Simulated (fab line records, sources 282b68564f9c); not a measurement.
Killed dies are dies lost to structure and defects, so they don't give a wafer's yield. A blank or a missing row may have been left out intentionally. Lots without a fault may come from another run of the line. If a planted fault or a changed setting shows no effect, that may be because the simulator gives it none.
A lot that was struck, set against a sound lot | flow rit-cmos | 27 out of 202 route steps
Sound: these wafers, L852.1, L852.2, L852.3. The struck wafers were L856.1, L856.2, L856.4. The cause is named last.
At each step with rows: each side's tool, then ch and its chambers, then its first start. Under that, the readings that differ: sound wafers | struck wafers | difference of the means | sigmas: that difference in standard deviations of wafers without a fault.
alike: same words and numbers on both sides, and readings whose means sit less than 2 such deviations apart. not compared: any withheld reading, any reading some wafer has no value for, any bound like >300 that may hide the same value, and any number with overlapping values for which the record gives no deviation.
Wherever a step has rows on one side only, a row that says differs or no value, or a row with sigmas, the two part there. Numbers that have no deviation but don't overlap get no sigmas and don't part them. A reading that every wafer of one side lacks parts them only if that side has two wafers or more.

RIT_ACTIVE_BOW_MEAS_00:
  sound on film-metro-03, day 1 15:00; struck on film-metro-04, day 2 11:00
  alike: INCOMING_BOW
then, 1 step without rows for these wafers: RIT_ACTIVE_OXIDATION_01 (target thk 46.8 nm, ox time 3360 s).
RIT_ACTIVE_THK_MEAS_02:
  sound on film-metro-02, day 1 17:03; struck on film-metro-03, day 2 13:03
  alike: ACTIVE_OXIDE_THK
RIT_ACTIVE_CVD_03: deposits Si3N4 from SiH2Cl2/NH3, target thk 150 nm, time 1500 s.
  sound on lpcvd-02 ch 0, day 1 17:07; struck on lpcvd-02 ch 1, day 2 13:07
  reading                                  | sound             | struck            | difference | sigmas
  pressure-mtorr (mTorr)                   | 299.4 298.9 299.5 | 149.8 150.2 150.2 | -149.2     | -99 or more
  spike-tc-source-C (C)                    | 834.0 833.4 833.6 | 831.2 831.3 829.0 | -3.2       | -2
  model.Si3N4_of_ACTIVE_CVD_03.thk-nm (nm) | 148 149.6 148.5   | 121.2 120.8 122.2 | -27.3      |
RIT_ACTIVE_THK_MEAS_04:
  sound on film-metro-03, day 1 18:32; struck on film-metro-03, day 2 14:32
  reading                 | sound             | struck            | difference | sigmas
  ACTIVE_NITRIDE_THK (nm) | 148.1 149.6 148.5 | 121.2 120.9 122.3 | -27.3      | -23
then, 6 steps without rows for these wafers: RIT_ACTIVE_HMDS_05 (prime time 60 s); RIT_ACTIVE_COAT_06 (resist thk 1000 nm); RIT_ACTIVE_SOFTBAKE_07 (time 60 s); RIT_ACTIVE_EXPOSE_08 (exposes mask M1, target cd 1400 nm); RIT_ACTIVE_PEB_09; RIT_ACTIVE_DEVELOP_10 (develop time 50 s).
RIT_ACTIVE_CD_MEAS_11: the cd target is 1400 nm.
  sound on cd-sem-02, day 1 19:34; struck on cd-sem-02, day 2 15:26
  alike: cd-nm
then, 1 step without rows for these wafers: RIT_ACTIVE_HARDBAKE_12 (time 60 s).
RIT_ACTIVE_ETCH_13: etches Si3N4 in SF6, stops on SiO2, time 210 s, target depth 210 nm.
  sound on rie-diel-03 ch 0,2,3, day 1 19:50; struck on rie-diel-03 ch 0,1,3, day 2 15:43
  reading                            | sound             | struck            | difference | sigmas
  oes-product-au (a.u.)              | 0.812 0.811 0.815 | 0.735 0.726 0.741 | -0.079     | -7
  model.ACTIVE.feature-depth-nm (nm) | 148 151.2 148.5   | 121.2 122.4 122.2 | -27.3      |
  model.etch.depth-nm (nm)           | 148 149.6 148.5   | 121.2 120.8 122.2 | -27.3      |
  alike: SF6_flow_sccm, drypump-motor-current-A, throttle-valve-pct
  not compared: rf-hours-counter-h
RIT_ACTIVE_STRIP_14: strips in O2, time 180 s.
  sound on plasma-asher-01 ch 0,1, day 1 19:58; struck on plasma-asher-02 ch 0,1, day 2 15:50
  alike: drypump-motor-current-A
  not compared: rf-hours-counter-h
RIT_ACTIVE_CD_MEAS_90: the cd target is 1400 nm.
  sound on cd-sem-01, day 1 20:08; struck on cd-sem-02, day 2 16:01
  alike: cd-nm
then, 4 steps without rows for these wafers: RIT_ACTIVE_CLEAN_15 (cleans in SC1, time 600 s); RIT_ACTIVE_CLEAN_16 (cleans in dHF, time 30 s); RIT_ACTIVE_CLEAN_17 (cleans in SC2, time 600 s); RIT_FOX1_OXIDATION_00 (target thk 350.7 nm, ox time 1130 s).
RIT_FOX1_THK_MEAS_01:
  sound on film-metro-01, day 2 00:32; struck on film-metro-01, day 2 18:18
  alike: FOX1_OXIDE_THK
then, 2 steps without rows for these wafers: RIT_FOX1_WET_ETCH_02 (etches SiO2 in BOE, target depth 350 nm, time 390 s); RIT_FOX2_OXIDATION_00 (target thk 350.7 nm, ox time 1130 s).
RIT_FOX2_THK_MEAS_01:
  sound on film-metro-01, day 2 03:45; struck on film-metro-01, day 2 19:48
  alike: FOX2_OXIDE_THK
RIT_FOX2_CLEAN_02: cleans in dHF, time 180 s.
  sound on wet-bench-04 ch 2, day 2 03:49; struck on wet-bench-04 ch 0, day 2 19:52
  reading                                  | sound             | struck        | difference | sigmas
  model.Si3N4_of_ACTIVE_CVD_03.thk-nm (nm) | 128.9 130.5 129.4 | 102 101.6 103 | -27        |
then, 1 step without rows for these wafers: RIT_FOX2_WET_ETCH_03 (etches Si3N4 in H3PO4, target depth 195 nm, time 2700 s).
RIT_M1_PROBE_99:
  sound on prober-01, day 3 18:28; struck on prober-01, day 4 14:34
  reading                        | sound          | struck         | difference | sigmas
  model.etest.pldd.width-nm (nm) | 3173 3185 3171 | 3151 3165 3166 | -16        |
  alike: killed_at_M0_to_M3, killed-at-front-end, killed-dies, killed-open, killed-short
  not compared: model.etest.nldd.width-nm, model.etest.pplus-sal.width-nm

WHERE THEY PART
First at RIT_ACTIVE_CVD_03; last, within this record, at RIT_ACTIVE_ETCH_13. Later steps at which nothing parts them and some readings are alike: RIT_ACTIVE_STRIP_14, RIT_ACTIVE_CD_MEAS_90, RIT_FOX1_THK_MEAS_01, RIT_FOX2_THK_MEAS_01, RIT_M1_PROBE_99.

WHY: the cause the simulator had injected
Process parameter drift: lpcvd-02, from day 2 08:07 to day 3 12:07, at RIT_ACTIVE_CVD_03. From 300, the setting pressure-mtorr moved by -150. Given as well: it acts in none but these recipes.
